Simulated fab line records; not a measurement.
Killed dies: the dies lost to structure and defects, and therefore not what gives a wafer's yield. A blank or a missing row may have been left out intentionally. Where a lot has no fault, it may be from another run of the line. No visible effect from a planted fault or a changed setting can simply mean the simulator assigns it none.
fab line records -- flow rit_cmos
record lots=14, wafers=42, last_day=7
route steps=202 shown M1@198
lots that met no fault: taken from a fault-free run of the same line
start_h: hours from the record's opening day to when the first of the lot's shown wafers began -- wait_h: hours elapsed since this lot's preceding step -- " the same as in the row above -- L1.1+2: a row that stands for several wafers -- - value missing, or start not given -- * or withheld: withheld -- < > ~ a bound
route shown NAME@n: a module of which the file shows steps, and the number in the route of the first -- usual: the fault-free wafers' mean and standard deviation -- same: alike in all rows -- chamber/n: place in a boat -- sites: the reading at each site -- _std_site: the standard deviation of these -- _edge_site: mean of outer sites minus mean of inner sites -- radius_mm: for every site, how far away it sits from the centre of the wafer -- mask NAME#n: copy n -- behind: the last tool/chamber to shape the wafer -- hold: cause of the lot's hold/its duration in hours/its outcome -- device: which transistor (n, p or np) failed to switch -- end of line: the same wafers' tests at the end of the route -- step lacking rows: just its recipe -- killed: dies that structure and defects cost at the first sort, which is not the same as the wafer's yield -- map: shows each die of a wafer: x if killed, . if not, _ if none is there
set.NAME: the run value of the setting; set.NAME@STEP: its run value at that earlier step -- model.NAME: the simulator's own value behind a step, which no gauge read
steps of the route over a sample of lots; a table a step, a row a wafer
services: from which hour (start_h, from the record's first day; less than 0 if before it) a tool's chamber was out of use, for how many hours, and why
## steps
# step RIT_M1_STRIP_14
# recipe chemistry=O2, time_s=184.4, platen_temp_c=withheld, power_w=500, pressure_mtorr=4000, o2_flow_sccm=4000
# usual chamber_pressure_mTorr=4000/3.3, drypump_motor_current_A=5.8/0.51
lot.wafer,tool,chamber,start_h,wait_h,chamber_pressure_mTorr,drypump_motor_current_A,rf_hours_counter_h
L818.2,plasma_asher-02,0,56.02,0.0,4001,5.7,28
L818.3,plasma_asher-02,0,56.02,0.0,4005,5.7,-
L818.4,plasma_asher-02,1,56.02,0.0,4002,4.7,-
L819.1,plasma_asher-02,1,61.29,0.0,4002,4.7,28
L819.2,plasma_asher-02,0,61.29,0.0,4000,5.7,28
L819.5,plasma_asher-02,0,61.29,0.0,3997,5.7,-
L820.1,plasma_asher-03,0,66.41,0.0,3997,5.9,44
L820.2,plasma_asher-03,1,66.41,0.0,3999,6.0,44
L820.5,plasma_asher-03,0,66.41,0.0,4002,5.9,-
L821.1,plasma_asher-02,1,70.11,0.0,4000,4.7,29
L821.3,plasma_asher-02,0,70.11,0.0,4010,5.7,-
L821.4,plasma_asher-02,1,70.11,0.0,3998,4.7,-
L823.2,plasma_asher-03,1,83.36,0.0,3998,6.1,46
L823.5,plasma_asher-03,1,83.36,0.0,4009,6.0,-
L823.6,plasma_asher-03,0,83.36,0.0,3996,5.9,-
L827.1,plasma_asher-01,1,105.97,0.0,3995,6.0,43
L827.4,plasma_asher-01,0,105.97,0.0,3997,6.3,-
L827.6,plasma_asher-01,0,105.97,0.0,3999,6.3,-
L828.1,plasma_asher-03,1,107.86,0.0,4001,6.0,48
L828.3,plasma_asher-03,0,107.86,0.0,3998,5.9,-
L828.6,plasma_asher-03,0,107.86,0.0,4002,5.9,-
L829.1,plasma_asher-03,0,110.96,0.0,3996,5.9,48
L829.2,plasma_asher-03,1,110.96,0.0,4004,6.0,48
L829.5,plasma_asher-03,0,110.96,0.0,3996,5.9,-
L830.1,plasma_asher-02,1,116.00,0.0,3998,4.7,34
L830.4,plasma_asher-02,0,116.00,0.0,3997,5.7,-
L830.5,plasma_asher-02,1,116.00,0.0,3998,4.7,-
L831.4,plasma_asher-01,1,122.43,0.1,4004,6.1,-
L831.5,plasma_asher-01,0,122.43,0.1,3997,6.4,-
L831.6,plasma_asher-01,1,122.43,0.1,3993,6.1,-
L832.1,plasma_asher-01,1,131.96,0.0,3998,6.1,2
L832.2,plasma_asher-01,0,131.96,0.0,4004,6.3,2
L832.4,plasma_asher-01,1,131.96,0.0,4002,6.1,-
L834.1,plasma_asher-02,0,136.51,0.0,-,-,-
L834.3,plasma_asher-02,1,136.51,0.0,-,-,-
L834.6,plasma_asher-02,0,136.51,0.0,-,-,-
L835.1,plasma_asher-03,0,142.37,0.0,-,-,-
L835.2,plasma_asher-03,1,142.37,0.0,-,-,-
L835.6,plasma_asher-03,1,142.37,0.0,-,-,-
L841.1,plasma_asher-03,0,170.94,0.0,3999,5.9,55
L841.2,plasma_asher-03,1,170.94,0.0,4001,6.1,55
L841.3,plasma_asher-03,0,170.94,0.0,3997,5.8,-
# step RIT_M1_PROBE_99
# usual defect_limited_yield=97.4/1.2, killed_at_contacts=0.1/0.24, killed_at_front_end=7/3.1, killed_dies=7/3.1, killed_open=3.6/2.1, killed_short=3.2/2, sort_bin_3_pad_short=0.1/0.2, sort_bin_5_function=1.4/0.8, sort_bin_6_memory=1.0/0.72, sort_n_pass=257/3.1, sort_yield_pct=97.4/1.2
# same gross_dies=264, killed_at_M0_to_M3=0, killed_at_M4_up=0, killed_at_back_side=0, killed_at_other=0
lot.wafer,tool,chamber,start_h,wait_h,defect_limited_yield[%],killed_at_contacts,killed_at_front_end,killed_dies,killed_open,killed_short,sort_bin_3_pad_short[%],sort_bin_5_function[%],sort_bin_6_memory[%],sort_n_pass,sort_yield_pct[%]
L818.2,prober-02,-,57.98,0.1,98.1,0,5,5,1,4,0,1.1,0.8,259,98.1
L818.3,prober-02,-,58.03,0.2,95.8,0,11,11,7,4,0,2.7,1.5,253,95.8
L818.4,prober-02,-,58.08,0.2,97.0,0,8,8,5,3,0,1.5,1.5,256,97.0
L819.1,prober-01,-,64.00,0.1,95.8,0,11,11,5,6,0,2.3,1.9,253,95.8
L819.2,prober-01,-,64.05,0.1,96.2,0,10,10,3,7,0,1.9,1.9,254,96.2
L819.5,prober-01,-,64.20,0.2,97.3,0,7,7,4,3,0,1.5,1.1,257,97.3
L820.1,prober-02,-,69.36,0.1,97.3,0,7,7,4,3,0,1.9,0.8,257,97.3
L820.2,prober-02,-,69.41,0.1,98.5,0,4,4,2,2,0,0.8,0.8,260,98.5
L820.5,prober-02,-,69.56,0.2,97.7,0,6,6,4,2,0,2.3,0,258,97.7
L821.1,prober-01,-,72.03,0.1,98.5,0,4,4,2,2,0.4,0.8,0.4,260,98.5
L821.3,prober-01,-,72.13,0.2,96.2,0,10,10,8,2,0.4,2.3,1.1,254,96.2
L821.4,prober-01,-,72.18,0.2,96.6,0,9,9,5,4,0,2.3,1.1,255,96.6
L823.2,prober-01,-,85.83,0.1,98.9,0,3,3,2,1,0,0.4,0.8,261,98.9
L823.5,prober-01,-,85.98,0.2,97.7,0,6,6,0,6,0.4,1.5,0.4,258,97.7
L823.6,prober-01,-,86.03,0.2,98.9,0,3,3,1,2,0,1.1,0,261,98.9
L827.1,prober-01,-,110.12,0.1,98.9,0,3,3,2,1,0,1.1,0,261,98.9
L827.4,prober-01,-,110.27,0.2,95.8,1,10,11,6,5,0,1.5,2.7,253,95.8
L827.6,prober-01,-,110.37,0.2,96.6,0,9,9,6,3,0,2.3,1.1,255,96.6
L828.1,prober-02,-,110.12,0.1,97.3,0,7,7,4,3,0.4,1.1,1.1,257,97.3
L828.3,prober-02,-,110.22,0.2,96.2,0,10,10,6,4,0,2.3,1.5,254,96.2
L828.6,prober-02,-,110.37,0.2,98.1,0,5,5,2,3,0,0,1.9,259,98.1
L829.1,prober-01,-,115.11,0.1,98.1,0,5,5,1,4,0.4,1.1,0.4,259,98.1
L829.2,prober-01,-,115.16,0.1,97.0,0,8,8,1,7,0,3.0,0,256,97.0
L829.5,prober-01,-,115.31,0.2,96.6,0,9,9,6,3,0,1.9,1.5,255,96.6
L830.1,prober-02,-,117.91,0.1,98.1,0,5,5,2,3,0,1.1,0.8,259,98.1
L830.4,prober-02,-,118.06,0.2,98.9,0,3,3,2,1,0,1.1,0,261,98.9
L830.5,prober-02,-,118.11,0.2,96.2,0,10,10,4,6,0.4,2.7,0.8,254,96.2
L831.4,prober-01,-,124.65,0.2,98.1,0,5,5,3,2,0,1.1,0.8,259,98.1
L831.5,prober-01,-,124.70,0.2,97.7,0,6,6,4,2,0.4,0.4,1.5,258,97.7
L831.6,prober-01,-,124.75,0.2,98.1,0,5,5,3,2,0,1.9,0,259,98.1
L832.1,prober-02,-,133.87,0.1,94.7,0,14,14,7,7,0,2.7,2.7,250,94.7
L832.2,prober-02,-,133.92,0.1,98.5,0,4,4,1,3,0.4,0.4,0.8,260,98.5
L832.4,prober-02,-,134.02,0.2,95.5,0,12,12,7,5,0,2.7,1.9,252,95.5
L834.1,prober-02,-,138.42,0.1,98.5,0,4,4,2,2,0.4,0.8,0.4,260,98.5
L834.3,prober-02,-,138.52,0.2,98.5,0,4,4,2,2,0,0.8,0.8,260,98.5
L834.6,prober-02,-,138.67,0.2,97.7,0,6,6,4,2,0,1.5,0.8,258,97.7
L835.1,prober-01,-,144.29,0.1,97.7,0,6,6,1,5,0.4,1.1,0.8,258,97.7
L835.2,prober-01,-,144.34,0.1,97.7,0,6,6,2,4,0,1.9,0.4,258,97.7
L835.6,prober-01,-,144.54,0.2,98.5,0,4,4,3,1,0.4,0.8,0.4,260,98.5
L841.1,prober-01,-,172.86,0.1,97.0,0,8,8,5,3,0.4,1.9,0.8,256,97.0
L841.2,prober-01,-,172.91,0.1,95.1,0,13,13,4,9,0.8,2.3,1.9,251,95.1
L841.3,prober-01,-,172.96,0.2,95.8,0,11,11,8,3,0,1.5,2.7,253,95.8
# killed by level:class
L818.2 FOX1:geometric_particle:short=1 FOX1:geometric_particle:open=1 GATE:geometric_particle:short=1 SPACER:geometric_particle:short=1 SILICIDE:geometric_particle:short=1
L818.3 GATE:geometric_particle:short=4 FOX2:geometric_particle:open=3 GATE:geometric_particle:open=3 SPACER:geometric_particle:open=1
L818.4 GATE:geometric_particle:open=2 FOX1:geometric_particle:open=1 FOX2:geometric_particle:short=1 GATE:geometric_particle:short=1 REOX:geometric_particle:open=1 SPACER:geometric_particle:short=1 SILICIDE:geometric_particle:open=1
L819.1 GATE:geometric_particle:open=3 GATE:geometric_particle:short=2 SPACER:geometric_particle:short=2 FOX2:geometric_particle:open=1 FOX2:geometric_particle:short=1 REOX:geometric_particle:short=1 SILICIDE:geometric_particle:open=1
L819.2 GATE:geometric_particle:short=4 FOX1:geometric_particle:short=2 GATE:geometric_particle:open=2 REOX:geometric_particle:open=1 REOX:geometric_particle:short=1
L819.5 GATE:geometric_particle:open=3 GATE:geometric_particle:short=2 FOX1:geometric_particle:open=1 SILICIDE:geometric_particle:short=1
L820.1 GATE:geometric_particle:open=2 FOX1:geometric_particle:short=1 FOX1:geometric_particle:open=1 FOX2:geometric_particle:short=1 GATE:geometric_particle:short=1 SILICIDE:geometric_particle:open=1
L820.2 FOX2:geometric_particle:open=2 REOX:geometric_particle:short=1 SILICIDE:geometric_particle:short=1
L820.5 GATE:geometric_particle:open=3 GATE:geometric_particle:short=2 FOX1:geometric_particle:open=1
L821.1 GATE:geometric_particle:open=1 REOX:geometric_particle:open=1 REOX:geometric_particle:short=1 SPACER:geometric_particle:short=1
L821.3 SPACER:geometric_particle:open=3 GATE:geometric_particle:open=2 FOX1:geometric_particle:open=1 FOX1:geometric_particle:short=1 FOX2:geometric_particle:open=1 REOX:geometric_particle:open=1 SPACER:geometric_particle:short=1
L821.4 GATE:geometric_particle:open=4 GATE:geometric_particle:short=2 SPACER:geometric_particle:short=2 REOX:geometric_particle:open=1
L823.2 FOX1:geometric_particle:short=1 FOX1:geometric_particle:open=1 GATE:geometric_particle:open=1
L823.5 GATE:geometric_particle:short=3 ACTIVE:geometric_particle:short=1 REOX:geometric_particle:short=1 SILICIDE:geometric_particle:short=1
L823.6 FOX1:geometric_particle:short=2 GATE:geometric_particle:open=1
L827.1 REOX:geometric_particle:short=1 REOX:geometric_particle:open=1 SPACER:geometric_particle:open=1
L828.1 GATE:geometric_particle:short=2 FOX1:geometric_particle:open=1 GATE:geometric_particle:open=1 REOX:geometric_particle:open=1 SPACER:geometric_particle:short=1 SILICIDE:geometric_particle:open=1
L828.3 FOX2:geometric_particle:short=2 GATE:geometric_particle:open=2 SILICIDE:geometric_particle:open=2 FOX1:geometric_particle:open=1 FOX2:geometric_particle:open=1 GATE:geometric_particle:short=1 SILICIDE:geometric_particle:short=1
L827.4 REOX:geometric_particle:open=3 GATE:geometric_particle:open=2 REOX:geometric_particle:short=2 FOX1:geometric_particle:short=1 FOX2:geometric_particle:open=1 SILICIDE:geometric_particle:short=1 CONTACT:geometric_particle:short=1
L827.6 REOX:geometric_particle:open=2 SPACER:geometric_particle:open=2 FOX1:geometric_particle:short=1 GATE:geometric_particle:open=1 REOX:geometric_particle:short=1 SILICIDE:geometric_particle:open=1 SILICIDE:geometric_particle:short=1
L828.6 GATE:geometric_particle:short=3 SPACER:geometric_particle:open=1 SILICIDE:geometric_particle:open=1
L829.1 GATE:geometric_particle:short=2 FOX1:geometric_particle:open=1 REOX:geometric_particle:short=1 SPACER:geometric_particle:short=1
L829.2 GATE:geometric_particle:short=3 FOX2:geometric_particle:short=2 SILICIDE:geometric_particle:short=2 GATE:geometric_particle:open=1
L829.5 GATE:geometric_particle:open=3 FOX1:geometric_particle:short=2 REOX:geometric_particle:open=2 FOX2:geometric_particle:short=1 SPACER:geometric_particle:open=1
L830.1 FOX1:geometric_particle:short=2 FOX1:geometric_particle:open=1 GATE:geometric_particle:open=1 GATE:geometric_particle:short=1
L830.4 GATE:geometric_particle:open=2 SPACER:geometric_particle:short=1
L830.5 FOX1:geometric_particle:short=3 GATE:geometric_particle:open=3 GATE:geometric_particle:short=2 FOX1:geometric_particle:open=1 FOX2:geometric_particle:short=1
L831.4 FOX2:geometric_particle:short=1 FOX2:geometric_particle:open=1 GATE:geometric_particle:open=1 SPACER:geometric_particle:short=1 SILICIDE:geometric_particle:open=1
L831.5 GATE:geometric_particle:open=3 FOX1:geometric_particle:open=1 FOX1:geometric_particle:short=1 GATE:geometric_particle:short=1
L831.6 GATE:geometric_particle:open=2 FOX1:geometric_particle:open=1 GATE:geometric_particle:short=1 SPACER:geometric_particle:short=1
L832.1 SPACER:geometric_particle:open=3 GATE:geometric_particle:short=2 REOX:geometric_particle:short=2 FOX1:geometric_particle:short=1 FOX1:geometric_particle:open=1 FOX2:geometric_particle:open=1 FOX2:geometric_particle:short=1 GATE:geometric_particle:open=1
L832.2 SILICIDE:geometric_particle:short=2 GATE:geometric_particle:short=1 GATE:geometric_particle:open=1
L832.4 GATE:geometric_particle:open=4 SILICIDE:geometric_particle:short=2 SILICIDE:geometric_particle:open=2 FOX2:geometric_particle:short=1 GATE:geometric_particle:short=1 REOX:geometric_particle:open=1 SPACER:geometric_particle:short=1
L834.1 GATE:geometric_particle:short=1 GATE:geometric_particle:open=1 REOX:geometric_particle:short=1 REOX:geometric_particle:open=1
L834.3 SPACER:geometric_particle:open=2 REOX:geometric_particle:short=1 SPACER:geometric_particle:short=1
L834.6 REOX:geometric_particle:open=2 FOX2:geometric_particle:open=1 GATE:geometric_particle:open=1 GATE:geometric_particle:short=1 REOX:geometric_particle:short=1
L835.1 GATE:geometric_particle:short=2 FOX2:geometric_particle:short=1 GATE:geometric_particle:open=1 REOX:geometric_particle:short=1 SILICIDE:geometric_particle:short=1
L835.2 FOX2:geometric_particle:open=2 GATE:geometric_particle:short=2 FOX1:geometric_particle:short=1 SPACER:geometric_particle:short=1
L835.6 FOX2:geometric_particle:open=1 REOX:geometric_particle:short=1 REOX:geometric_particle:open=1 SPACER:geometric_particle:open=1
L841.1 GATE:geometric_particle:short=3 SPACER:geometric_particle:open=2 FOX1:geometric_particle:open=1 REOX:geometric_particle:open=1 SILICIDE:geometric_particle:open=1
L841.2 FOX1:geometric_particle:short=3 REOX:geometric_particle:open=3 REOX:geometric_particle:short=3 SPACER:geometric_particle:short=2 FOX1:geometric_particle:open=1 FOX2:geometric_particle:short=1
L841.3 GATE:geometric_particle:open=3 SPACER:geometric_particle:open=3 REOX:geometric_particle:short=1 REOX:geometric_particle:open=1 SPACER:geometric_particle:short=1 SILICIDE:geometric_particle:open=1 SILICIDE:geometric_particle:short=1
## services
tool,chamber,start_h,hours,kind
plasma_asher-03,-,45.88,4.0,pm
plasma_asher-03,-,108.71,1.9,repair
plasma_asher-01,-,108.75,9.0,pm
plasma_asher-01,0,108.75,9.0,vent_cycle
plasma_asher-01,1,108.75,9.0,vent_cycle
plasma_asher-01,-,115.26,0.9,repair
plasma_asher-01,0,117.75,-,clean
plasma_asher-01,1,117.75,-,clean
plasma_asher-03,-,130.36,2.8,pm
## key
first_sign step=RIT_M1_STRIP_14, reading=tool_record, direction=missing
effect none on later readings
met_at RIT_M1_STRIP_14
struck_lots L834,L835
onset_between 116.00 136.51
fault kind=skipped_step_whole, tool=plasma_asher-02,plasma_asher-03, chamber=-, onset_h=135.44, steps=RIT_M1_STRIP_14, scope=struck_lots_only
